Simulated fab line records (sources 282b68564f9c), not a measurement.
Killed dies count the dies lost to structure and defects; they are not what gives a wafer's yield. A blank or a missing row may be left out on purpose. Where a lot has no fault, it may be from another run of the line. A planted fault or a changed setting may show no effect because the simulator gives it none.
fab line records	flow rit_cmos
record: lots: 15	wafers: 45	last_day: 7
route steps=202 shown ACTIVE@15 NWELL@34 PLDD@120 SPACER@130
lots untouched by any fault: they come from a run of this same line in which no faults occurred
start_h: hours from the record's first day to the start of the lot's first wafer shown	wait_h: hours elapsed since this lot's preceding step	" repeats the value in the row above	L1.1+2: several wafers, shown together as one row	- either no value or no given start	* or withheld: withheld	< > ~ a bound
route shown NAME@n: names a module that has steps shown in the file, with the first one's number in the route	usual: the fault-free wafers' mean and standard deviation	same: alike in all rows	chamber/n: place in a boat	sites: each site's reading	_std_site: their standard deviation	_edge_site: inner sites' mean taken away from outer sites' mean	radius_mm: how far each site lies from the wafer's centre	mask NAME#n: copy n	behind: tool/chamber where the wafer was last shaped	hold: why the lot went on hold/how many hours it stayed there/how the hold came to an end	device: the n, p or np transistor that did not switch	end of line: tests of these same wafers at the route's end	a step with no rows: only its recipe	killed: dies lost to structure and defects at the first sort, not the wafer's yield	map: the dies of a wafer, with x for killed, . for not killed, _ for no die there
set.NAME: the setting as run; set.NAME@STEP: as run at that earlier step	model.NAME: the simulator's own value behind a step, which no gauge read
route steps across a sampled set of lots; one table per step, one row per wafer
services: the hour from which a tool's chamber was out of use, counted from the record's first day as start_h (under 0 if before that day), plus the number of hours and why
== steps ==
step: RIT_ACTIVE_STRIP_14
recipe: chemistry: O2	time_s: 180	resist: NOVOLAK	platen_temp_c: withheld	power_w: 500	pressure_mtorr: 4000	o2_flow_sccm: 4000
usual: drypump_motor_current_A: 5.6/0.43	o2_flow_sccm: 4002/12
lot.wafer	tool	chamber	start_h	wait_h	drypump_motor_current_A	o2_flow_sccm	rf_hours_counter_h
L668.1	plasma_asher-01	1	15.28	0.1	6.0	4008	38
L668.2	"	0	"	"	5.9	3976	38
L668.5	"	1	"	"	6.0	4015	-
L669.1	plasma_asher-02	0	19.84	0.1	4.7	3996	24
L669.3	"	1	"	"	5.5	3981	-
L669.4	"	0	"	"	4.7	4010	-
L671.4	plasma_asher-02	0	30.03	0.1	4.7	4004	-
L671.5	"	1	"	"	5.5	4008	-
L671.6	"	0	"	"	4.7	4015	-
L672.3	plasma_asher-02	1	35.08	0.1	5.5	4002	-
L672.4	"	0	"	"	4.7	3997	-
L672.5	"	0	"	"	4.7	4008	-
L673.1	plasma_asher-03	1	39.84	0.1	5.4	3987	33
L673.3	"	0	"	"	5.4	3999	-
L673.5	"	1	"	"	5.4	3987	-
L677.3	plasma_asher-03	1	62.04	0.1	5.4	4024	-
L677.5	"	1	"	"	5.4	4027	-
L677.6	"	0	"	"	5.4	4012	-
L680.1	plasma_asher-01	0	74.84	0.1	5.9	4000	45
L680.3	"	0	"	"	5.9	3980	-
L680.6	"	0	"	"	6.0	3996	-
L681.2	plasma_asher-01	1	79.84	0.1	6.1	3983	45
L681.3	"	0	"	"	6.0	3988	-
L681.5	"	1	"	"	6.1	3994	-
L683.1	plasma_asher-01	0	89.98	0.1	6.0	4014	47
L683.4	"	1	"	"	6.0	4019	-
L683.6	"	1	"	"	6.0	3985	-
L684.2	plasma_asher-03	1	94.97	0.1	5.4	3970	39
L684.3	"	0	"	"	5.4	4003	-
L684.4	"	1	"	"	5.4	3993	-
L685.1	plasma_asher-01	0	100.11	0.1	6.0	4013	48
L685.2	"	1	"	"	6.0	3994	48
L685.3	"	0	"	"	6.0	4017	-
L686.1	plasma_asher-03	1	104.97	0.1	5.4	3992	40
L686.5	"	0	"	"	5.4	4012	-
L686.6	"	1	"	"	5.4	3983	-
L688.1	plasma_asher-02	0	114.84	0.1	4.7	3994	34
L688.2	"	1	"	"	5.5	4000	34
L688.4	"	1	"	"	5.5	4001	-
L689.1	plasma_asher-01	0	119.97	0.1	5.9	4018	50
L689.2	"	1	"	"	6.0	3989	50
L689.6	"	1	"	"	6.0	3990	-
L690.2	plasma_asher-02	0	124.97	0.1	4.7	3989	35
L690.3	"	1	"	"	5.5	4008	-
L690.6	"	1	"	"	5.5	3989	-
step: RIT_NWELL_OVL_MEAS_06
usual: NWELL_OVL: 0.6/1.4
lot.wafer	tool	chamber	start_h	wait_h	NWELL_OVL[nm]
L668.1	overlay-02	-	20.78	-	-0.7
L668.2	"	-	"	"	-1.5
L668.5	"	-	"	"	0.8
L669.1	overlay-01	-	25.38	-	-0.8
L669.3	"	-	"	"	0.1
L669.4	"	-	"	"	2.8
L671.4	overlay-01	-	35.28	-	1.2
L671.5	"	-	"	"	2.3
L671.6	"	-	"	"	-0.7
L672.3	overlay-01	-	41.46	-	1.6
L672.4	"	-	"	"	0.9
L672.5	"	-	"	"	2.3
L673.1	overlay-02	-	45.99	-	-0.1
L673.3	"	-	"	"	-0.8
L673.5	"	-	"	"	-0.4
L677.3	overlay-01	-	67.56	-	-1.1
L677.5	"	-	"	"	0.6
L677.6	"	-	"	"	-1.3
L680.1	overlay-01	-	80.19	-	-1.3
L680.3	"	-	"	"	-0.7
L680.6	"	-	"	"	0.2
L681.2	overlay-02	-	86.20	-	3.1
L681.3	"	-	"	"	1.3
L681.5	"	-	"	"	2.7
L683.1	overlay-02	-	95.60	-	-0.3
L683.4	"	-	"	"	0.2
L683.6	"	-	"	"	-0.5
L684.2	overlay-02	-	100.30	-	0.6
L684.3	"	-	"	"	-0.7
L684.4	"	-	"	"	0.9
L685.1	overlay-02	-	105.39	-	0.2
L685.2	"	-	"	"	-1.9
L685.3	"	-	"	"	-2.7
L686.1	overlay-01	-	111.55	-	0.5
L686.5	"	-	"	"	1.2
L686.6	"	-	"	"	-1.0
L688.1	overlay-02	-	120.25	-	0.9
L688.2	"	-	"	"	-1.2
L688.4	"	-	"	"	1.5
L689.1	overlay-01	-	125.41	-	-0.9
L689.2	"	-	"	"	-1.0
L689.6	"	-	"	"	-0.7
L690.2	overlay-02	-	134.21	-	2.4
L690.3	"	-	"	"	2.6
L690.6	"	-	"	"	2.3
step: RIT_PLDD_OVL_MEAS_06
usual: PLDD_OVL: -1.2/1.3
lot.wafer	tool	chamber	start_h	wait_h	PLDD_OVL[nm]
L668.1	overlay-02	-	42.62	-	-3.4
L668.2	"	-	"	"	-1.8
L668.5	"	-	"	"	-1.2
L669.1	overlay-02	-	48.56	-	-0.5
L669.3	"	-	"	"	-0.4
L669.4	"	-	"	"	-2.6
L671.4	overlay-01	-	58.67	-	-1.2
L671.5	"	-	"	"	-0.8
L671.6	"	-	"	"	-1.1
L672.3	overlay-01	-	63.84	-	-1.0
L672.4	"	-	"	"	-1.1
L672.5	"	-	"	"	-1.7
L673.1	overlay-02	-	67.69	-	-2.1
L673.3	"	-	"	"	-0.4
L673.5	"	-	"	"	-1.6
L677.3	overlay-01	-	89.20	-	-1.3
L677.5	"	-	"	"	1.0
L677.6	"	-	"	"	0.6
L680.1	overlay-01	-	101.90	-	-0.5
L680.3	"	-	"	"	-1.0
L680.6	"	-	"	"	-1.0
L681.2	overlay-01	-	109.19	-	-1.6
L681.3	"	-	"	"	-1.5
L681.5	"	-	"	"	-1.3
L683.1	overlay-02	-	117.05	-	0.3
L683.4	"	-	"	"	-0.5
L683.6	"	-	"	"	1.5
L684.2	overlay-02	-	123.18	-	-2.0
L684.3	"	-	"	"	-1.6
L684.4	"	-	"	"	-0.6
L685.1	overlay-02	-	129.32	-	-3.7
L685.2	"	-	"	"	-2.6
L685.3	"	-	"	"	-2.4
L686.1	overlay-01	-	133.09	-	-1.8
L686.5	"	-	"	"	-0.2
L686.6	"	-	"	"	0.1
L688.1	overlay-01	-	144.77	-	-0.6
L688.2	"	-	"	"	0.7
L688.4	"	-	"	"	-1.0
L689.1	overlay-01	-	147.98	-	1.3
L689.2	"	-	"	"	0.9
L689.6	"	-	"	"	-0.1
L690.2	overlay-02	-	158.48	-	0.3
L690.3	"	-	"	"	-2.2
L690.6	"	-	"	"	-2.2
step: RIT_SPACER_ETCHBACK_05
recipe: target_depth_a: 2500	SF6_flow_sccm: 30	CHF3_flow_sccm: 30	target: Si3N4	chemistry: SF6/CHF3	pressure_mtorr: 40	rf_w: 250	time_s: 229.5	stop_on: SiO2
usual: CHF3_flow_sccm: 30.01/0.08	SF6_flow_sccm: 30.01/0.098	drypump_motor_current_A: 5.5/0.53	oes_product_au: 0.871/0.016	throttle_valve_pct: 10.37/0.16
lot.wafer	tool	chamber	start_h	wait_h	CHF3_flow_sccm	SF6_flow_sccm	drypump_motor_current_A	oes_product_au	rf_hours_counter_h	throttle_valve_pct
L668.1	rie_diel-04	2	45.60	0.1	30.08	30.02	5.7	0.878	130	10.26
L668.2	"	0	"	"	30.09	30.18	5.5	0.859	91	10.54
L668.5	"	3	"	"	29.99	29.94	4.9	0.876	-	10.48
L669.1	rie_diel-01	1	51.51	0.1	29.89	29.87	6.6	0.884	133	10.39
L669.3	"	3	"	"	30.07	30.07	4.8	0.865	25	10.45
L669.4	"	2	"	"	29.93	30.09	5.6	0.900	135	10.39
L671.4	rie_diel-04	1	63.24	0.0	-	-	-	-	-	-
L671.5	"	0	"	"	-	-	-	-	-	-
L671.6	"	3	"	"	-	-	-	-	-	-
L672.3	rie_diel-02	0	66.81	0.0	-	-	-	-	-	-
L672.4	"	1	"	"	-	-	-	-	-	-
L672.5	"	1	"	"	-	-	-	-	-	-
L673.1	rie_diel-01	1	70.97	0.1	-	-	-	-	-	-
L673.3	"	2	"	"	-	-	-	-	-	-
L673.5	"	2	"	"	-	-	-	-	-	-
L677.3	rie_diel-02	0	92.10	0.0	29.99	30.00	5.2	0.887	151	10.19
L677.5	"	1	"	"	29.94	29.92	5.8	0.854	-	10.49
L677.6	"	2	"	"	30.12	30.09	4.9	0.857	-	10.34
L680.1	rie_diel-04	1	104.81	0.1	30.13	30.00	6.5	0.860	118	10.59
L680.3	"	0	"	"	30.00	29.88	5.4	0.852	92	10.53
L680.6	"	3	"	"	30.13	29.99	4.9	0.876	-	10.49
L681.2	rie_diel-02	1	112.09	0.0	29.91	30.06	5.8	0.859	118	10.49
L681.3	"	2	"	"	30.03	29.93	4.8	0.859	90	10.33
L681.5	"	0	"	"	30.03	29.95	5.2	0.880	-	10.20
L683.1	rie_diel-02	2	120.51	0.1	30.03	29.94	4.9	0.868	90	10.35
L683.4	"	3	"	"	30.11	30.21	5.8	0.852	125	10.04
L683.6	"	0	"	"	30.15	29.88	5.3	0.893	-	10.18
L684.2	rie_diel-02	2	126.09	0.0	29.78	29.85	4.8	0.851	90	10.34
L684.3	"	3	"	"	30.00	29.94	5.8	0.840	125	10.03
L684.4	"	0	"	"	30.02	30.04	5.2	0.889	152	10.17
L685.1	rie_diel-02	1	132.27	0.1	30.06	30.08	5.8	0.861	119	10.49
L685.2	"	0	"	"	29.94	29.96	5.2	0.898	152	10.21
L685.3	"	2	"	"	30.00	30.09	4.9	0.870	90	10.35
L686.1	rie_diel-04	2	136.02	0.1	29.99	29.94	5.7	0.874	132	10.26
L686.5	"	3	"	"	29.96	29.90	4.9	0.870	-	10.49
L686.6	"	0	"	"	29.91	30.21	5.5	0.847	-	10.55
L688.1	rie_diel-01	1	147.78	0.1	29.95	30.07	6.6	0.873	135	10.38
L688.2	"	3	"	"	29.97	30.01	4.8	0.852	26	10.43
L688.4	"	2	"	"	30.00	30.04	5.7	0.887	-	10.41
L689.1	rie_diel-02	1	150.91	0.1	30.03	30.12	5.8	0.859	119	10.50
L689.2	"	2	"	"	30.04	30.22	4.9	0.875	91	10.35
L689.6	"	1	"	"	29.82	30.08	5.8	0.857	-	10.49
L690.2	rie_diel-01	3	161.43	0.0	30.11	30.22	4.8	0.859	27	10.44
L690.3	"	2	"	"	30.04	29.97	5.7	0.888	137	10.39
L690.6	"	2	"	"	29.97	29.99	5.7	0.893	-	10.39
== services ==
tool	chamber	start_h	hours	kind
plasma_asher-03	-	30.14	7.3	repair
rie_diel-02	3	35.02	13.1	repair
plasma_asher-02	-	50.59	2.3	repair
plasma_asher-01	-	60.14	2.8	pm
rie_diel-04	0	70.20	2.9	repair
plasma_asher-02	-	77.20	0.7	repair
plasma_asher-02	-	78.69	1.6	repair
plasma_asher-03	-	79.26	1.9	repair
plasma_asher-02	-	88.25	2.5	repair
rie_diel-01	-	104.43	27.2	repair
plasma_asher-03	-	108.75	9.0	pm
plasma_asher-03	0	108.75	9.0	vent_cycle
plasma_asher-03	1	108.75	9.0	vent_cycle
plasma_asher-03	0	117.75	-	clean
plasma_asher-03	1	117.75	-	clean
plasma_asher-03	-	133.45	1.9	repair
rie_diel-02	0	144.20	-	clean
rie_diel-02	0	144.20	13.0	scheduled_down
rie_diel-02	0	144.20	13.0	vent_cycle
rie_diel-01	0	145.67	4.8	repair
rie_diel-01	1	151.97	3.9	repair
rie_diel-01	0	159.07	4.2	repair
== key ==
first_sign: step: RIT_SPACER_ETCHBACK_05	reading: tool_record	direction: missing
effect none on later readings
met_at RIT_SPACER_ETCHBACK_05
struck_lots L671,L672,L673
later_rows_left_out L671.4,L671.5,L671.6,L672.3,L672.4,L672.5,L673.1,L673.3,L673.5
sort_left_out L671.4,L671.5,L671.6,L672.3,L672.4,L672.5,L673.1,L673.3,L673.5
tester_left_out L671,L672,L673
not_acting_at RIT_ACTIVE_STRIP_14,RIT_NWELL_OVL_MEAS_06,RIT_PLDD_OVL_MEAS_06
onset_between 51.51 63.24
fault: kind: skipped_step_whole	tool: rie_diel-01,rie_diel-02,rie_diel-04	chamber: -	onset_h: 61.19	steps: RIT_SPACER_ETCHBACK_05	scope: struck_lots_only
tester_left_out: of these lots the tester's yield and bins aren't shown, on N5 and GAA mostly nor the transistor test; their killed dies are dies lost to structure and defects alone, not to doping, threshold or leakage, so they don't give the yield
sort_left_out: the simulated sort isn't trusted on such a fault, so these wafers' sort isn't shown, and their yield isn't known
later_rows_left_out: the simulator's readings of these wafers behind a module that went badly wrong aren't trusted and aren't shown, but for the sort
